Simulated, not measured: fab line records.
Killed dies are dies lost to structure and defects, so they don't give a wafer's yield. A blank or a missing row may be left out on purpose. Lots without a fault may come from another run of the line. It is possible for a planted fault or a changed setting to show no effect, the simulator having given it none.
Comparing a struck lot with a sound one || flow rit cmos || 18 steps out of a route of 202
Sound: wafers L130.1, L130.3, L130.5. Struck: wafers L140.2, L140.5 (left out: L140.3, a lot-mate that was not struck); the cause follows at the end.
Each step with rows lists, per side, the tool, then ch with its chambers, then its first start. Under that, the readings that differ: sound wafers || struck wafers || difference of the means || sigmas: that difference in standard deviations of wafers without a fault.
alike: words and numbers the same on both sides, and readings whose means are apart by under 2 such deviations; not compared: readings that were withheld, readings missing a value for some wafer, numbers with overlapping values and no deviation given by the record, and bounds like >300 which may hide the same value.
The two part at a step that has a row with sigmas, a row that says differs or no value, or rows on one side only. Numbers that don't overlap but have no deviation are shown without sigmas and don't part them. A reading that every wafer of one side lacks parts them only if that side has two wafers or more.

RIT_M1_SPUTTER_00: material Al, target thk 400 nm, time 522.4 s.
  struck on pvd sputter-02, day 6 08:34; sound on pvd sputter-04, day 4 14:36
  alike: chamber pressure pa, substrate temp c, throttle valve pct
RIT_M1_RS_MEAS_01: measurement is done with a four-point probe.
  struck on film metro-03, day 6 08:52; sound on film metro-03, day 4 14:54
  alike: M1_AL_RS
RIT_M1_THK_MEAS_02: measures by xrf.
  struck on film metro-03, day 6 08:59; sound on film metro-03, day 4 15:01
  alike: M1_AL_THK
then, 6 steps without rows for these wafers: RIT_M1_HMDS_03 (prime time 60 s); RIT_M1_COAT_04 (resist thk 1300 nm); RIT_M1_SOFTBAKE_05 (time 60 s); RIT_M1_EXPOSE_06 (exposes mask M12, target cd 2600 nm); RIT_M1_PEB_07; RIT_M1_DEVELOP_08 (develop time 68 s).
RIT_M1_CD_MEAS_09 targets a cd of 2600 nm.
  struck on cd sem-01, day 6 09:56; sound on cd sem-02, day 4 15:58
  alike: cd nm
RIT_M1_OVL_MEAS_10:
  struck on overlay-02, day 6 10:02; sound on overlay-01, day 4 16:05
  alike: M1_OVL
then, 1 step without rows for these wafers: RIT_M1_HARDBAKE_11 (time 120 s).
RIT_M1_METAL_ETCH_12: etches Al in Cl2/BCl3, stops on SiO2, time 165 s, target depth 600 nm.
  sound on rie metal-03 ch 0,1, day 4 16:22; struck on rie metal-03 ch 0, day 6 10:19
{"reading": "model.NOVOLAK_of_M1_COAT_04.thk nm (nm)", "sound": "797.1 804.9 802.7", "struck": "674.1 680", "difference": -124.5, "sigmas": ""}
{"reading": "model.SiO2_of_CONTACT_CVD_00.thk nm (nm)", "sound": "355.6 358 365", "struck": "342.8 350.5", "difference": -12.9, "sigmas": ""}
{"reading": "model.M1.feature depth nm (nm)", "sound": "451 454.7 454.5", "struck": "460.2 461.9", "difference": "+7.6", "sigmas": ""}
  alike: chamber pressure mTorr, drypump motor current A, oes product au, throttle valve pct
  not compared: rf hours counter h
then, 1 step without rows for these wafers: RIT_M1_STRIP_13 (strips in nmp, time 600 s).
RIT_M1_STRIP_14: strips in O2, time 180 s.
  sound on plasma asher-04 ch 0, day 4 16:42; struck on plasma asher-03 ch 1, day 6 10:40
{"reading": "drypump motor current A (A)", "sound": "6.6 6.6 6.6", "struck": "5.8 5.8", "difference": -0.8, "sigmas": -2}
  alike: chamber pressure mTorr
  not compared: rf hours counter h
RIT_M1_CD_MEAS_90 targets a cd of 2600 nm.
  struck on cd sem-01, day 6 10:52; sound on cd sem-02, day 4 16:53
{"reading": "cd nm (nm)", "sound": "2595.3 2594.4 2596.1", "struck": "2590.7 2587.9", "difference": -6.0, "sigmas": -2}
then, 1 step without rows for these wafers: RIT_M1_ANNEAL_15 (time 1800 s).
RIT_M1_PROBE_99:
  struck on prober-01, day 6 12:38; sound on prober-01, day 4 18:37
{"reading": "killed_at_M0_to_M3", "sound": "1 0 0", "struck": "0 0", "difference": "+0", "sigmas": -3}
{"reading": "model.etest.antenna m1.vt shift v (V)", "sound": "-0.01394 -0.00975 -0.01176", "struck": "-0.02281 -0.02264", "difference": -0.01091, "sigmas": ""}
  alike: defect limited yield, killed at front end, killed dies, killed on rim, killed open, killed short, sort_bin_3_pad_short, sort_bin_5_function, sort_bin_6_memory, sort n pass, sort yield pct

WHERE THEY PART
Last at RIT_M1_PROBE_99 as far as this record goes, first at RIT_M1_STRIP_14.

WHY: the cause the simulator had injected
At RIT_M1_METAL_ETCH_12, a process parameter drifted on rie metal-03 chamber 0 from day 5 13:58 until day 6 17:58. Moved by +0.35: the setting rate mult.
